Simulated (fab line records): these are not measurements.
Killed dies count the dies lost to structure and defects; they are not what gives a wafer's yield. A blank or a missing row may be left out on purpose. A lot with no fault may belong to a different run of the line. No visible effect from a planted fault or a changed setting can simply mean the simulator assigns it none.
Which of the tools did it? + flow berkeleyCmos170 + 14 lots with 42 wafers sampled at 6 steps, on a route of 331 steps

## WHAT THE GAUGES SHOWED, per wafer
UCB170_NLDD_OVL_MEAS_07.
| lot  | measured     | on         | NLDD_OVL (nm) |
|------|--------------|------------|---------------|
| L787 | day 6 14:10  | overlay-02 | 0 4 5         |
| L791 | day 7 02:31  | overlay-01 | -10 -1 -1     |
| L788 | day 7 03:14  | overlay-01 | 11 10 14      |
| L790 | day 7 03:30  | overlay-02 | -3 -6 -8      |
| L796 | day 8 02:17  | overlay-02 | -8 -3 0       |
| L797 | day 8 02:33  | overlay-01 | -2 7 6        |
| L794 | day 8 02:47  | overlay-02 | -2 3 2        |
| L795 | day 8 03:01  | overlay-01 | -1 3 3        |
| L799 | day 8 23:29  | overlay-02 | -4 -4 2       |
| L803 | day 9 15:58  | overlay-01 | 11 2 6        |
| L805 | day 10 06:32 | overlay-02 | -5 -5 3       |
| L807 | day 10 11:50 | overlay-02 | 2 7 0         |
| L806 | day 10 12:05 | overlay-02 | 1 4 3         |
| L808 | day 10 21:20 | overlay-01 | -5 -6 -6      |

UCB170_NLDD_TW_MEAS_11.
| lot  | measured     | on           | NLDD_TW                       |
|------|--------------|--------------|-------------------------------|
| L787 | day 6 14:36  | filmMetro-03 | 2225 2222 2223                |
| L791 | day 7 02:57  | filmMetro-01 | 2213 2213 2203                |
| L788 | day 7 03:40  | filmMetro-01 | 2215 2223 2216                |
| L790 | day 7 03:56  | filmMetro-03 | 2203 2211 2209                |
| L796 | day 8 02:44  | filmMetro-04 | 2207 2208 2206                |
| L797 | day 8 02:59  | filmMetro-03 | 2208 2198 2203                |
| L794 | day 8 03:13  | filmMetro-01 | 2223 2233 2228                |
| L795 | day 8 03:28  | filmMetro-03 | 2212 2203 2216                |
| L799 | day 8 23:56  | filmMetro-04 | 2204 2200 2208                |
| L803 | day 9 16:25  | filmMetro-04 | 2328 2344 2336 2326 2324 2342 |
| L805 | day 10 06:58 | filmMetro-04 | 2318 2318 2322 2311 2317 2307 |
| L807 | day 10 12:16 | filmMetro-04 | 2196 2199 2195                |
| L806 | day 10 12:31 | filmMetro-01 | 2220 2221 2235                |
| L808 | day 10 21:46 | filmMetro-04 | 2190 2188 2196                |

UCB170_SDANNEAL_RS_MEAS_05: measurement is done with a four-point probe.
| lot  | measured     | on           | NLDD_RS (ohm/sq)                    |
|------|--------------|--------------|-------------------------------------|
| L787 | day 7 05:23  | filmMetro-03 | 615.7 614.8 615.7                   |
| L791 | day 7 13:34  | filmMetro-03 | 614.2 615.3 615.3                   |
| L788 | day 7 13:08  | filmMetro-01 | 619.5 618.2 618.9                   |
| L790 | day 7 13:10  | filmMetro-04 | 620.9 619.6 618.3                   |
| L796 | day 8 13:49  | filmMetro-03 | 616.6 615.0 616.1                   |
| L797 | day 8 14:45  | filmMetro-04 | 618.6 616.6 618.1                   |
| L794 | day 8 14:08  | filmMetro-01 | 617.3 615.7 616.5                   |
| L795 | day 8 14:19  | filmMetro-03 | 614.5 615.0 615.2                   |
| L799 | day 9 10:58  | filmMetro-01 | 616.1 614.8 614.8                   |
| L803 | day 10 06:13 | filmMetro-04 | 537.3 537.7 536.2 537.0 537.9 538.2 |
| L805 | day 10 17:04 | filmMetro-03 | 535.4 535.3 536.8 535.2 535.4 535.6 |
| L807 | day 10 23:35 | filmMetro-04 | 616.1 616.6 616.5                   |
| L806 | day 11 00:04 | filmMetro-03 | 614.0 614.9 614.8                   |
| L808 | day 11 10:11 | filmMetro-01 | 613.5 614.7 615.1                   |

## WHICH TOOL RAN EACH LOT (tool, then ch and the chambers of the sampled wafers, then the start)
| lot  | UCB170_GATE_ETCH_15             | UCB170_NLDD_IMPLANT_09          | UCB170_SDANNEAL_RTA_00          |
|------|---------------------------------|---------------------------------|---------------------------------|
| L787 | rieSi-01 ch 1,2, day 6 09:20    | implanter-04 ch 0, day 6 14:21  | rtpAnneal-01 ch 0, day 7 04:53  |
| L791 | rieSi-01 ch 1,2,3, day 6 22:40  | implanter-02 ch 0, day 7 02:42  | rtpAnneal-01 ch 0, day 7 13:05  |
| L788 | rieSi-02 ch 0,2, day 6 22:56    | implanter-01 ch 0, day 7 03:26  | rtpAnneal-01 ch 0, day 7 12:39  |
| L790 | rieSi-01 ch 0,1,2, day 6 23:12  | implanter-04 ch 0, day 7 03:43  | rtpAnneal-02 ch 0, day 7 12:41  |
| L796 | rieSi-01 ch 1,2, day 7 22:43    | implanter-02 ch 0, day 8 02:29  | rtpAnneal-02 ch 0, day 8 13:20  |
| L797 | rieSi-02 ch 0,1,2, day 7 22:58  | implanter-04 ch 0, day 8 02:46  | rtpAnneal-02 ch 0, day 8 14:15  |
| L794 | rieSi-01 ch 0,1,2, day 7 22:59  | implanter-01 ch 0, day 8 02:58  | rtpAnneal-01 ch 0, day 8 13:38  |
| L795 | rieSi-02 ch 0,2,3, day 7 23:14  | implanter-02 ch 0, day 8 03:13  | rtpAnneal-02 ch 0, day 8 13:48  |
| L799 | rieSi-02 ch 0,1,3, day 8 19:42  | implanter-01 ch 0, day 8 23:41  | rtpAnneal-01 ch 0, day 9 10:28  |
| L803 | rieSi-02 ch 1,2, day 9 11:51    | implanter-04 ch 0, day 9 16:11  | rtpAnneal-01 ch 0, day 10 05:43 |
| L805 | rieSi-02 ch 1,2, day 10 02:40   | implanter-04 ch 0, day 10 06:43 | rtpAnneal-01 ch 0, day 10 16:34 |
| L807 | rieSi-01 ch 0,1,2, day 10 08:25 | implanter-01 ch 0, day 10 12:01 | rtpAnneal-02 ch 0, day 10 23:07 |
| L806 | rieSi-02 ch 1,2, day 10 08:32   | implanter-02 ch 0, day 10 12:16 | rtpAnneal-01 ch 0, day 10 23:34 |
| L808 | rieSi-01 ch 2,3, day 10 17:57   | implanter-02 ch 0, day 10 21:31 | rtpAnneal-02 ch 0, day 11 09:41 |
- UCB170_GATE_ETCH_15: etches poly-Si in HBr/Cl2, stops on SiO2, time 56.3 s, target depth 278.2 nm.
- UCB170_NLDD_IMPLANT_09
- UCB170_SDANNEAL_RTA_00: time 10 s.

## WHAT THE TOOLS THEMSELVES READ (means of the sampled wafers that have a number; where no wafer has one, the mark that the record gives instead)
UCB170_GATE_ETCH_15.
| lot  | tool     | drypumpMotorCurrentA (A) | oesProductAu (a.u.) | throttleValvePct (%) |
|------|----------|--------------------------|---------------------|----------------------|
| L787 | rieSi-01 | 5.7                      | 0.812               | 26.41                |
| L791 | rieSi-01 | 5.7                      | 0.841               | 26.51                |
| L788 | rieSi-02 | 5.4                      | 0.823               | 26.21                |
| L790 | rieSi-01 | 5.9                      | 0.829               | 26.39                |
| L796 | rieSi-01 | 6.0                      | 0.830               | 26.39                |
| L797 | rieSi-02 | 5.5                      | 0.835               | 26.43                |
| L794 | rieSi-01 | 5.9                      | 0.841               | 26.39                |
| L795 | rieSi-02 | 5.8                      | 0.826               | 26.39                |
| L799 | rieSi-02 | 5.8                      | 0.837               | 26.60                |
| L803 | rieSi-02 | 5.6                      | 0.835               | 26.64                |
| L805 | rieSi-02 | 5.6                      | 0.845               | 26.43                |
| L807 | rieSi-01 | 5.8                      | 0.817               | 26.38                |
| L806 | rieSi-02 | 5.7                      | 0.838               | 26.42                |
| L808 | rieSi-01 | 5.4                      | 0.837               | 26.61                |

UCB170_NLDD_IMPLANT_09.
| lot  | tool         | doseIonsCm2 | faradayCurrentUA |
|------|--------------|-------------|------------------|
| L787 | implanter-04 | 5.004e+13   | 158              |
| L791 | implanter-02 | 4.993e+13   | 159              |
| L788 | implanter-01 | 5.000e+13   | 159              |
| L790 | implanter-04 | 5.007e+13   | 159              |
| L796 | implanter-02 | 4.999e+13   | 159              |
| L797 | implanter-04 | 5.000e+13   | 160              |
| L794 | implanter-01 | 4.993e+13   | 160              |
| L795 | implanter-02 | 5.003e+13   | 160              |
| L799 | implanter-01 | 5.000e+13   | 157              |
| L803 | implanter-04 | 7.252e+13   | 225              |
| L805 | implanter-04 | 7.251e+13   | 233              |
| L807 | implanter-01 | 4.997e+13   | 157              |
| L806 | implanter-02 | 5.002e+13   | 159              |
| L808 | implanter-02 | 5.007e+13   | 160              |

UCB170_SDANNEAL_RTA_00.
| lot  | tool         | lampPowerPct (%) | wafer_temp_C_max |
|------|--------------|------------------|------------------|
| L787 | rtpAnneal-01 | 20.4             | 904.3            |
| L791 | rtpAnneal-01 | 20.4             | 904.2            |
| L788 | rtpAnneal-01 | 20.4             | 904.0            |
| L790 | rtpAnneal-02 | 25.6             | 903.5            |
| L796 | rtpAnneal-02 | 25.5             | 903.3            |
| L797 | rtpAnneal-02 | 25.6             | 903.2            |
| L794 | rtpAnneal-01 | 20.4             | 903.6            |
| L795 | rtpAnneal-02 | 25.6             | 904.2            |
| L799 | rtpAnneal-01 | 20.4             | 904.5            |
| L803 | rtpAnneal-01 | 20.4             | 903.9            |
| L805 | rtpAnneal-01 | 20.4             | 904.3            |
| L807 | rtpAnneal-02 | 25.6             | 903.0            |
| L806 | rtpAnneal-01 | 20.4             | 904.0            |
| L808 | rtpAnneal-02 | 25.6             | 903.5            |

## THE ANSWER, worked out from the rows above alone
Rule: the usual values come from the lots themselves. Put in order of their means at a reading, lots are off if they are a third of the lots or fewer, leave a main group of 4 or more, and stand apart from it by a gap of 3 or more times the standard deviation of the main group's means; of several such gaps the widest counts. The tables above print the reading to a certain number of digits; a main group whose means all agree to those digits is not used. A lot without any number at a reading at which 4 lots or more have one is off too. Any other lot the step has rows for is counted as sound. Order of review: gauges by route order, followed by the tools' own readings, for which a lot's mean as printed above is used. At the first step where some lot is off, the reading lying furthest off is the one used; lots without a number count as furthest.
Off: L803, L805, at UCB170_NLDD_TW_MEAS_11 (NLDD_TW). The main group: mean 2210, standard deviation 11.
If a tool, at a process step before that reading, ran all the lots that are off and no sound lot after the first of them, it fits. The gauges at UCB170_NLDD_TW_MEAS_11 aren't tried: what is off there is off at UCB170_NLDD_IMPLANT_09 too, on other tools, and a gauge's error can't cause that. One fits: implanter-04 at UCB170_NLDD_IMPLANT_09. Its last sound lot is L797 (day 8 02:46), its first lot that is off L803 (day 9 16:11): a fault that began between those two fits.
The tool's own readings at UCB170_NLDD_IMPLANT_09 bear it out: on the lots that are off they differ by more than 5 times the standard deviation of the sound lots' means. doseIonsCm2 reads 7.252e+13 there against 5.000e+13 on the sound lots; faradayCurrentUA reads 229 there against 159 on the sound lots.

## WHAT THE SIMULATOR HAD INSERTED
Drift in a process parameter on implanter-04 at UCB170_NLDD_IMPLANT_09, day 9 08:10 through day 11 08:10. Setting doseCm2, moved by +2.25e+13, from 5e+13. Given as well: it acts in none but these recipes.
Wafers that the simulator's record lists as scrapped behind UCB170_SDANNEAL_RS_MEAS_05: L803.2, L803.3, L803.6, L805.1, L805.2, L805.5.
Shown lots that were struck: L803, L805. Same finding as the rule above.
